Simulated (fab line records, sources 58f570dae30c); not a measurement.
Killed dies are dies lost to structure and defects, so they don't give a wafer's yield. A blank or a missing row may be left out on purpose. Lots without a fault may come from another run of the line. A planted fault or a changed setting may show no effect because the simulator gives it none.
Which tool did it? | flow berkeley_cmos170 | 14 lots, 42 wafers sampled, at 3 steps of a route of 331

WHAT THE GAUGES READ, wafer by wafer
UCB170_GATE_THK_MEAS_02. Usual: GATE_OXIDE_THK 6.65 nm, standard deviation 0.16.
lot  | measured     | on            | GATE_OXIDE_THK (nm) | flag
L749 | day 5 20:10  | film_metro-01 | 6.51 6.50 6.47      |
L750 | day 5 20:12  | film_metro-02 | 6.60 6.70 6.65      |
L751 | day 6 01:31  | film_metro-03 | 6.51 6.55 6.52      |
L752 | day 6 04:31  | film_metro-01 | 6.31 6.46 6.42      |
L753 | day 6 04:32  | film_metro-03 | 6.58 6.59 6.60      |
L754 | day 7 10:25  | film_metro-02 | 6.71 6.84 6.80      |
L756 | day 7 10:26  | film_metro-03 | 6.67 6.81 7.00      |
L757 | day 7 10:25  | film_metro-01 | 6.83 6.65 6.77      |
L767 | day 10 00:26 | film_metro-02 | 6.66 6.62 6.74      |
L769 | day 10 00:25 | film_metro-03 | 6.38 6.46 6.41      |
L771 | day 10 10:25 | film_metro-01 | 6.80 6.67 6.70      |
L772 | day 10 20:21 | film_metro-01 | 6.39 6.39 6.37      |

WHICH TOOL RAN EACH LOT (tool, then ch and the chambers of the sampled wafers, then the start)
lot  | UCB170_NWELL_ETCH_13              | UCB170_NWELL_STRIP_15
L749 | rie_diel-01 ch 0,2,3, day 2 01:38 | plasma_asher-01 ch 0,1, day 2 01:53
L750 | rie_diel-02 ch 0,2, day 2 06:28   | plasma_asher-02 ch 1, day 2 06:43
L751 | rie_diel-01 ch 0,2,3, day 2 13:54 | plasma_asher-01 ch 0,1, day 2 14:09
L752 | rie_diel-03 ch 0,1,3, day 3 01:17 | plasma_asher-01 ch 0,1, day 3 01:32
L753 | rie_diel-02 ch 1,3, day 3 01:32   | plasma_asher-02 ch 0,1, day 3 01:49
L754 | rie_diel-01 ch 1,2,3, day 3 09:44 | plasma_asher-02 ch 0,1, day 3 09:59
L756 | rie_diel-03 ch 0,1,3, day 3 14:07 | plasma_asher-02 ch 0,1, day 3 14:25
L757 | rie_diel-01 ch 0,1, day 3 21:07   | plasma_asher-03 ch 0,1, day 3 21:22
L758 | rie_diel-01 ch 0,3, day 4 04:12   | plasma_asher-02 ch 0,1, day 4 04:29
L762 | rie_diel-01 ch 1,2, day 4 23:46   | plasma_asher-02 ch 0,1, day 5 00:01
L767 | rie_diel-02 ch 2,3, day 6 01:29   | plasma_asher-02 ch 0,1, day 6 01:44
L769 | rie_diel-02 ch 0,1, day 6 05:24   | plasma_asher-03 ch 0,1, day 6 05:39
L771 | rie_diel-03 ch 1,2, day 7 02:19   | plasma_asher-03 ch 0,1, day 7 02:34
L772 | rie_diel-02 ch 0,1,3, day 7 08:55 | plasma_asher-01 ch 0,1, day 7 09:10
- UCB170_NWELL_ETCH_13: etches Si3N4 in CH3F/Ar/O2, stops on SiO2, target depth 246.4 nm, time 154 s.
- UCB170_NWELL_STRIP_15: strips in O2.

WHAT THE TOOLS THEMSELVES READ (means of the sampled wafers that have a number; where no wafer has one, the mark that the record gives instead)
UCB170_NWELL_ETCH_13. Usual: chamber_pressure_mTorr 49.99 mTorr, standard deviation 0.042; drypump_motor_current_A 5.5 A, standard deviation 0.51; oes_product_au 0.945 a.u., standard deviation 0.016; rf_fwd_power_W 448.0 W, standard deviation 1.5; throttle_valve_pct 8.05 %, standard deviation 0.094.
lot  | tool        | chamber_pressure_mTorr (mTorr) | drypump_motor_current_A (A) | oes_product_au (a.u.) | rf_fwd_power_W (W) | throttle_valve_pct (%) | flag
L749 | rie_diel-01 | 50.00                          | 5.9                         | 0.943                 | 448.5              | 8.02                   |
L750 | rie_diel-02 | 50.00                          | 5.4                         | 0.954                 | 448.4              | 8.08                   |
L751 | rie_diel-01 | 50.02                          | 5.9                         | 0.949                 | 448.3              | 8.02                   |
L752 | rie_diel-03 | 49.99                          | 5.5                         | 0.952                 | 447.6              | 8.09                   |
L753 | rie_diel-02 | 49.96                          | 5.4                         | 0.947                 | 448.4              | 7.99                   |
L754 | rie_diel-01 | 50.00                          | 6.0                         | 0.948                 | 449.7              | 8.01                   |
L756 | rie_diel-03 | 49.97                          | 5.4                         | 0.951                 | 446.9              | 8.09                   |
L757 | rie_diel-01 | 49.96                          | 5.3                         | 0.949                 | 447.6              | 8.06                   |
L758 | rie_diel-01 | 50.00                          | 5.5                         | 0.859                 | 268.0              | 8.04                   | OFF
L762 | rie_diel-01 | 49.96                          | 6.1                         | 0.855                 | 267.7              | 7.98                   | OFF
L767 | rie_diel-02 | 49.98                          | 5.1                         | 0.949                 | 447.1              | 7.96                   |
L769 | rie_diel-02 | 49.99                          | 6.0                         | 0.941                 | 449.2              | 8.13                   |
L771 | rie_diel-03 | 50.00                          | 5.4                         | 0.938                 | 447.2              | 7.96                   |
L772 | rie_diel-02 | 50.02                          | 5.5                         | 0.946                 | 447.1              | 8.05                   |

UCB170_NWELL_STRIP_15. Usual: chamber_pressure_mTorr 3500 mTorr, standard deviation 3.2; drypump_motor_current_A 6.1 A, standard deviation 0.4; oes_product_au 0.721 a.u., standard deviation 0.0045; strip_time_to_endpoint_s 18.01 s, standard deviation 0.078.
lot  | tool            | chamber_pressure_mTorr (mTorr) | drypump_motor_current_A (A) | oes_product_au (a.u.) | strip_time_to_endpoint_s (s) | flag
L749 | plasma_asher-01 | 3498                           | 6.1                         | 0.724                 | 18.01                        |
L750 | plasma_asher-02 | 3500                           | 6.6                         | 0.722                 | 17.99                        |
L751 | plasma_asher-01 | 3499                           | 6.1                         | 0.721                 | 18.08                        |
L752 | plasma_asher-01 | 3498                           | 6.1                         | 0.727                 | 18.12                        |
L753 | plasma_asher-02 | 3501                           | 6.1                         | 0.716                 | 18.07                        |
L754 | plasma_asher-02 | 3501                           | 6.1                         | 0.717                 | 18.12                        |
L756 | plasma_asher-02 | 3501                           | 6.1                         | 0.721                 | 17.96                        |
L757 | plasma_asher-03 | 3499                           | 5.8                         | 0.720                 | 18.03                        |
L758 | plasma_asher-02 | 3499                           | 6.4                         | 0.722                 | 18.85                        | OFF
L762 | plasma_asher-02 | 3504                           | 6.4                         | 0.723                 | 18.93                        | OFF
L767 | plasma_asher-02 | 3498                           | 6.4                         | 0.718                 | 18.09                        |
L769 | plasma_asher-03 | 3499                           | 5.8                         | 0.723                 | 17.96                        |
L771 | plasma_asher-03 | 3499                           | 6.1                         | 0.722                 | 17.92                        |
L772 | plasma_asher-01 | 3502                           | 6.1                         | 0.725                 | 17.95                        |

THE ANSWER, worked out from the rows above alone
Rule: a lot is off if the mean of its wafers that have a number lies more than 3 standard deviations from the usual mean. A lot without any number at a reading at which 4 lots or more have one is off too. The other lots that the step has rows for count as sound. The gauges are gone through in route order, then the tools' own readings, and for those a lot's mean is taken as printed above. The first step at which some lot is off is used, and at that step the reading that is off furthest; a lot without a number counts as furthest.
Off: L758, L762, at UCB170_NWELL_ETCH_13 (rf_fwd_power_W).
A tool fits if, at that step or a process step before it, it ran every lot that is off, and no sound lot after the first of them. One fits: rie_diel-01 at UCB170_NWELL_ETCH_13. Its last sound lot is L757 (day 3 21:07), its first lot that is off L758 (day 4 04:12): a fault that began between those two fits.
The tool's own readings at UCB170_NWELL_ETCH_13 bear it out: on the lots that are off they differ by more than 5 times the standard deviation of the sound lots' means. oes_product_au reads 0.857 a.u. there against 0.947 a.u. on the sound lots; rf_fwd_power_W reads 267.9 W there against 448.0 W on the sound lots.

WHAT THE SIMULATOR HAD PUT IN
Process parameter drift: rie_diel-01, from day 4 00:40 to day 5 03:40, at UCB170_NWELL_ETCH_13. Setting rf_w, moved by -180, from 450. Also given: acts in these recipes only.
Lots struck among those shown: L758, L762. The rule above found the same.
